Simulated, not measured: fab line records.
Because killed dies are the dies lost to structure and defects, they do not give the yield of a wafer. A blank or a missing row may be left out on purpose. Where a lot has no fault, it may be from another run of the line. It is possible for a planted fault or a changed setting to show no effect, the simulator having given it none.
Problem report, 8D (eight disciplines) form, completed by code + flow rit_cmos + the parts of the form that need people (team, actions taken, sign-off) are left out

## 1. THE PROBLEM
Mean of developer_temp_C at RIT_PWELL_DEVELOP_05: 23.96 C across 6 wafers in 2 lots; on wafers with no fault it is 22.98 C (standard deviation 0.12). That is +8.2 standard deviations from the usual mean.
The step: develop time 68 s.
First seen on wafer L262.2, day 5 15:00, on litho_track-04. The record holds 42 wafers of 14 lots with a number at this step. The rule behind "out" and "out of limits": a value lying over 4 standard deviations away from the usual mean. The other wafers with a number count as sound.

## 2. WHAT IT IS, AND WHAT IT ISN'T
| question                    | is                     | is not                                                                          |
|-----------------------------|------------------------|---------------------------------------------------------------------------------|
| which readings at this step | developer_temp_C       | -                                                                               |
| which lots                  | L262, L263             | L244, L245, L246, L247, L252, L253, L254, L255, L259, L265, L266, L267          |
| which wafers of those lots  | all that have a number | -                                                                               |
| read on which tools         | litho_track-04         | litho_track-01, litho_track-03                                                  |
| when                        | from day 5 15:00       | up to then (27 sound wafers); but 9 sound wafers of L265, L266, L267 came after |

## 3. WHAT RULES OUT EACH SUSPECT
Counting: a tool stays on the suspect list if, at a process step up to the reading, it processed all lots that are out and no sound lot following the first of them.
- litho_track-04 at RIT_PWELL_DEVELOP_05 (develop time 68 s): kept. Every lot that is out went through it, starting with L262 (day 5 15:00), and after that it ran no sound lot; the last sound lot it ran before then is L254 (day 4 05:00). Its own developer_temp_C readings are out on those wafers.
After counting, what remains is litho_track-04 at RIT_PWELL_DEVELOP_05.

## 4. THE CAUSE (what the simulator had put in)
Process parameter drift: litho_track-04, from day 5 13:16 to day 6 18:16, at RIT_PWELL_DEVELOP_05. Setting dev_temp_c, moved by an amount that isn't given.
After counting, this tool was the only one left.

## 5. THE EFFECT CHAIN, in route order
One row per reading whose mean, taken over the struck wafers that have a number, lies over 3 standard deviations from the usual. Readings are gone through only where the record gives a usual standard deviation; hours: the median, over the lots, of the time from a lot's start at the first step in this table giving one to that lot's start at this step; sigmas: the change measured in usual standard deviations.
| hours | step                 | reading          | usual   | on struck wafers | change | sigmas |
|-------|----------------------|------------------|---------|------------------|--------|--------|
| 0     | RIT_PWELL_DEVELOP_05 | developer_temp_C | 22.98 C | 23.96            | +0.98  | +8.2   |
It contains these process steps:
- RIT_PWELL_DEVELOP_05: develop time 68 s.
Later measuring or inspecting steps at which every struck wafer that the step has a row for has a number for every such reading, and none has moved that far: RIT_NRETRO_TW_MEAS_10, RIT_NSD_OVL_MEAS_06.

## 6. HOW IT WOULD HAVE BEEN CAUGHT EARLIER
The fault began at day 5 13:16; the first out-of-limits reading in this record came at day 5 15:00, 2 hours later.
